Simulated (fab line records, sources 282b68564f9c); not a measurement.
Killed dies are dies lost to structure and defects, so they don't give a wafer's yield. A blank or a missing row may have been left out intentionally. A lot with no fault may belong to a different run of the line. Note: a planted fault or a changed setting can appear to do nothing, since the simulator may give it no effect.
What tool caused it? / flow rit_cmos / Sampling: 14 lots, 42 wafers, 3 of 202 route steps

## WHAT THE GAUGES READ, wafer by wafer
RIT_M1_RS_MEAS_01: measurement is done with a four-point probe. Usual: M1_AL_RS 0.0743 ohm/sq, standard deviation 0.00086.
lot=L626; measured=day 3 11:56; on=film_metro-01; M1_AL_RS (ohm/sq)=0.0749 0.0754 0.0752; flag=
lot=L627; measured=day 3 15:01; on=film_metro-02; M1_AL_RS (ohm/sq)=0.0757 0.0736 0.0756; flag=
lot=L629; measured=day 4 02:35; on=film_metro-01; M1_AL_RS (ohm/sq)=0.0742 0.0745 0.0737; flag=
lot=L631; measured=day 4 11:29; on=film_metro-04; M1_AL_RS (ohm/sq)=0.0738 0.0757 0.0746; flag=
lot=L632; measured=day 4 16:09; on=film_metro-02; M1_AL_RS (ohm/sq)=0.0746 0.0747 0.0745; flag=
lot=L633; measured=day 4 20:54; on=film_metro-01; M1_AL_RS (ohm/sq)=0.0728 0.0741 0.0726; flag=
lot=L634; measured=day 5 02:56; on=film_metro-02; M1_AL_RS (ohm/sq)=0.0749 0.0747 0.0744; flag=
lot=L635; measured=day 5 07:29; on=film_metro-04; M1_AL_RS (ohm/sq)=0.0739 0.0740 0.0746; flag=
lot=L636; measured=day 5 11:50; on=film_metro-01; M1_AL_RS (ohm/sq)=0.0743 0.0742 0.0743; flag=
lot=L640; measured=day 6 09:02; on=film_metro-02; M1_AL_RS (ohm/sq)=0.0834 0.0820 0.0828; flag=OFF
lot=L641; measured=day 6 20:24; on=film_metro-01; M1_AL_RS (ohm/sq)=0.0759 0.0762 0.0754; flag=
lot=L642; measured=day 6 20:42; on=film_metro-02; M1_AL_RS (ohm/sq)=0.0829 0.0835 0.0830; flag=OFF
lot=L646; measured=day 7 18:46; on=film_metro-01; M1_AL_RS (ohm/sq)=0.0720 0.0725 0.0718; flag=
lot=L647; measured=day 7 20:54; on=film_metro-02; M1_AL_RS (ohm/sq)=0.0747 0.0743 0.0735; flag=

RIT_M1_THK_MEAS_02: measures by xrf. Usual: M1_AL_THK 383 nm, standard deviation 4.7.
lot=L626; measured=day 3 12:03; on=film_metro-01; M1_AL_THK (nm)=379 377 381; flag=
lot=L627; measured=day 3 15:08; on=film_metro-02; M1_AL_THK (nm)=379 388 378; flag=
lot=L629; measured=day 4 02:42; on=film_metro-01; M1_AL_THK (nm)=385 384 385; flag=
lot=L631; measured=day 4 11:36; on=film_metro-04; M1_AL_THK (nm)=383 373 380; flag=
lot=L632; measured=day 4 16:16; on=film_metro-02; M1_AL_THK (nm)=382 381 384; flag=
lot=L633; measured=day 4 21:01; on=film_metro-01; M1_AL_THK (nm)=393 385 391; flag=
lot=L634; measured=day 5 03:03; on=film_metro-02; M1_AL_THK (nm)=383 382 384; flag=
lot=L635; measured=day 5 07:37; on=film_metro-04; M1_AL_THK (nm)=385 384 378; flag=
lot=L636; measured=day 5 11:56; on=film_metro-01; M1_AL_THK (nm)=384 384 381; flag=
lot=L640; measured=day 6 09:10; on=film_metro-02; M1_AL_THK (nm)=347 351 347; flag=OFF
lot=L641; measured=day 6 20:31; on=film_metro-01; M1_AL_THK (nm)=377 374 379; flag=
lot=L642; measured=day 6 20:49; on=film_metro-02; M1_AL_THK (nm)=349 344 347; flag=OFF
lot=L646; measured=day 7 18:52; on=film_metro-01; M1_AL_THK (nm)=395 392 397; flag=
lot=L647; measured=day 7 21:00; on=film_metro-02; M1_AL_THK (nm)=382 383 386; flag=

## WHICH TOOL RAN EACH LOT (tool, then ch and the chambers of the sampled wafers, then the start)
lot=L626; RIT_M1_SPUTTER_00=pvd_sputter-04, day 3 11:38
lot=L627; RIT_M1_SPUTTER_00=pvd_sputter-03, day 3 14:43
lot=L629; RIT_M1_SPUTTER_00=pvd_sputter-03, day 4 02:16
lot=L631; RIT_M1_SPUTTER_00=pvd_sputter-03, day 4 11:11
lot=L632; RIT_M1_SPUTTER_00=pvd_sputter-04, day 4 15:52
lot=L633; RIT_M1_SPUTTER_00=pvd_sputter-03, day 4 20:36
lot=L634; RIT_M1_SPUTTER_00=pvd_sputter-04, day 5 02:37
lot=L635; RIT_M1_SPUTTER_00=pvd_sputter-03, day 5 07:12
lot=L636; RIT_M1_SPUTTER_00=pvd_sputter-04, day 5 11:31
lot=L640; RIT_M1_SPUTTER_00=pvd_sputter-04, day 6 08:45
lot=L641; RIT_M1_SPUTTER_00=pvd_sputter-03, day 6 20:05
lot=L642; RIT_M1_SPUTTER_00=pvd_sputter-04, day 6 20:25
lot=L646; RIT_M1_SPUTTER_00=pvd_sputter-01, day 7 18:27
lot=L647; RIT_M1_SPUTTER_00=pvd_sputter-03, day 7 20:34
- RIT_M1_SPUTTER_00: material Al, target thk 400 nm, time 500 s.

## AS READ BY THE TOOLS THEMSELVES (means over the sampled wafers that have a number; for cases with no such wafer, the mark the record gives instead)
RIT_M1_SPUTTER_00. Usual: chamber_pressure_pa 0.3999 Pa, standard deviation 0.00082; throttle_valve_pct 30.0 %, standard deviation 1.3.
lot=L626; tool=pvd_sputter-04; chamber_pressure_pa (Pa)=0.3998; throttle_valve_pct (%)=29.9; flag=
lot=L627; tool=pvd_sputter-03; chamber_pressure_pa (Pa)=0.4006; throttle_valve_pct (%)=30.4; flag=
lot=L629; tool=pvd_sputter-03; chamber_pressure_pa (Pa)=0.4006; throttle_valve_pct (%)=29.9; flag=
lot=L631; tool=pvd_sputter-03; chamber_pressure_pa (Pa)=0.4008; throttle_valve_pct (%)=30.8; flag=
lot=L632; tool=pvd_sputter-04; chamber_pressure_pa (Pa)=0.4010; throttle_valve_pct (%)=30.1; flag=
lot=L633; tool=pvd_sputter-03; chamber_pressure_pa (Pa)=0.3993; throttle_valve_pct (%)=30.5; flag=
lot=L634; tool=pvd_sputter-04; chamber_pressure_pa (Pa)=0.3991; throttle_valve_pct (%)=29.9; flag=
lot=L635; tool=pvd_sputter-03; chamber_pressure_pa (Pa)=0.3998; throttle_valve_pct (%)=30.3; flag=
lot=L636; tool=pvd_sputter-04; chamber_pressure_pa (Pa)=0.4004; throttle_valve_pct (%)=28.8; flag=
lot=L640; tool=pvd_sputter-04; chamber_pressure_pa (Pa)=0.5990; throttle_valve_pct (%)=24.6; flag=OFF
lot=L641; tool=pvd_sputter-03; chamber_pressure_pa (Pa)=0.3995; throttle_valve_pct (%)=30.3; flag=
lot=L642; tool=pvd_sputter-04; chamber_pressure_pa (Pa)=0.5983; throttle_valve_pct (%)=24.4; flag=OFF
lot=L646; tool=pvd_sputter-01; chamber_pressure_pa (Pa)=0.3996; throttle_valve_pct (%)=30.1; flag=
lot=L647; tool=pvd_sputter-03; chamber_pressure_pa (Pa)=0.4000; throttle_valve_pct (%)=30.1; flag=

## THE ANSWER, worked out from the rows above alone
Rule: lot off if the mean of its wafers having a number is beyond 3 standard deviations from the usual mean. A lot without any number at a reading at which 4 lots or more have one is off too. The other lots that the step has rows for count as sound. After the gauges, taken in route order, come the tools' own readings; for these a lot's mean is taken, as printed above. The first step at which some lot is off is used, and at that step the reading that is off furthest; a lot without a number counts as furthest.
Off: L640, L642, seen at RIT_M1_RS_MEAS_01 (M1_AL_RS).
A tool fits if, at a process step before that reading, it ran every lot that is off, and no sound lot after the first of them. Not tried: the gauges at RIT_M1_RS_MEAS_01; whatever is off there is also off at RIT_M1_SPUTTER_00, on other tools, and gauge error can't account for it. One fits: pvd_sputter-04 at RIT_M1_SPUTTER_00. A fault onset in the window from L636 (day 5 11:31, its last sound lot) to L640 (day 6 08:45, its first lot off) fits.
The tool's own readings at RIT_M1_SPUTTER_00 bear it out: on the lots that are off they differ by more than 5 times the standard deviation of the sound lots' means. chamber_pressure_pa reads 0.5987 Pa there against 0.4000 Pa on the sound lots; throttle_valve_pct reads 24.5 % there against 30.1 % on the sound lots.

## WHAT HAD BEEN PUT IN BY THE SIMULATOR
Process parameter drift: pvd_sputter-04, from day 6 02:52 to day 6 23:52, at RIT_M1_SPUTTER_00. The setting chamber_pressure_pa was moved by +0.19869, starting from 0.4. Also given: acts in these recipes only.
Lots struck among those shown: L640, L642. The same result came from the rule above.
